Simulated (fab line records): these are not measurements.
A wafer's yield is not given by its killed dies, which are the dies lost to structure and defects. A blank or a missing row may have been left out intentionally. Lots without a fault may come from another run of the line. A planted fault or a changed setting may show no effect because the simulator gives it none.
Shared-tool check    flow berkeley-cmos170    16 lots and 48 wafers in the sample

## WHY THIS WAS OPENED
4 of 16 lots carry a flag on the reading PLDD_OVL at UCB170_PLDD_OVL_MEAS_07. No-fault wafers: -1 nm, standard deviation 5.3.
Rule: a lot gets a flag if all its wafers with a number sit over 4 standard deviations from that mean, or if no wafer of it has a number. As for the other lots, they are considered sound.

lot   measured      on          PLDD_OVL (nm), wafer by wafer  flag
L167  day 7 00:54   overlay-01  -6 1 2                         
L169  day 7 16:48   overlay-02  3 4 6                          
L171  day 8 07:16   overlay-01  -1 -3 0                        
L170  day 8 07:32   overlay-02  -5 -7 -5                       
L172  day 8 07:49   overlay-02  4 -2 3                         
L173  day 8 15:15   overlay-01  2 2 -6                         
L174  day 8 15:38   overlay-02  5 2 2                          
L176  day 8 21:44   overlay-01  8 11 4                         
L177  day 8 21:46   overlay-02  -5 -8 -10                      
L175  day 8 22:03   overlay-01  -1 2 0                         
L180  day 9 21:57   overlay-01  263 254 260                    FLAGGED
L182  day 10 14:37  overlay-02  270 265 257                    FLAGGED
L185  day 11 02:19  overlay-02  260 262 251                    FLAGGED
L184  day 11 02:22  overlay-01  263 262 261                    FLAGGED
L187  day 11 18:20  overlay-02  -7 -6 -14                      
L188  day 11 21:33  overlay-02  -11 -4 -5                      
On average the flagged lots' numbers are 261 nm, which is +262 nm against the usual, or +49 standard deviations.

## EACH LOT AND THE TOOL IT RAN ON
The record keeps 1 process step preceding the reading, out of 331 steps on the route. In each cell: the tool, then ch and the chambers that the sampled wafers went through, then the start.
lot   flag     UCB170_PLDD_EXPOSE_03
L167           krf-scanner-02 ch 0, day 7 00:16
L169           krf-scanner-02 ch 0, day 7 16:08
L171           krf-scanner-01 ch 0, day 8 06:43
L170           krf-scanner-02 ch 0, day 8 06:59
L172           krf-scanner-01 ch 0, day 8 07:17
L173           krf-scanner-02 ch 0, day 8 14:44
L174           krf-scanner-01 ch 0, day 8 15:09
L176           krf-scanner-01 ch 0, day 8 20:51
L177           krf-scanner-02 ch 0, day 8 21:11
L175           krf-scanner-01 ch 0, day 8 21:26
L180  FLAGGED  krf-scanner-01 ch 0, day 9 21:27
L182  FLAGGED  krf-scanner-01 ch 0, day 10 14:07
L185  FLAGGED  krf-scanner-01 ch 0, day 11 01:23
L184  FLAGGED  krf-scanner-01 ch 0, day 11 01:32
L187           krf-scanner-02 ch 0, day 11 17:38
L188           krf-scanner-02 ch 0, day 11 20:50
These steps, and what they do:
- UCB170_PLDD_EXPOSE_03: exposes mask PSELECT, target cd 1200 nm.
- UCB170_PLDD_OVL_MEAS_07

## FLAGGED AGAINST TOTAL, ONE TOOL AT A TIME (gauges that did the reading follow at the end)
step                     tool            lots run  flagged  share of the flagged lots  sound lots run after its first flagged lot
UCB170_PLDD_EXPOSE_03    krf-scanner-01  9         4        all                        0
UCB170_PLDD_EXPOSE_03    krf-scanner-02  7         0        none                       -
UCB170_PLDD_OVL_MEAS_07  overlay-01      7         2        some                       0
UCB170_PLDD_OVL_MEAS_07  overlay-02      9         2        some                       2 (L187,L188)

## WHAT THE TABLE ALLOWS
1 row of the table ran every flagged lot: krf-scanner-01 at UCB170_PLDD_EXPOSE_03.
- krf-scanner-01 at UCB170_PLDD_EXPOSE_03: 4 of its 9 lots flagged. Last sound lot L175 at day 8 21:26, first flagged lot L180 at day 9 21:27; a fault beginning in between fits.
Left over: one tool, krf-scanner-01 at UCB170_PLDD_EXPOSE_03.

## WHAT THE SIMULATOR HAD PUT IN
Scanner matching overlay: krf-scanner-01, from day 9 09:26 on, at UCB170_PLDD_EXPOSE_03. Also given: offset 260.
Shown lots that were struck: L180, L182, L185, L184. The same result came from the rule above.
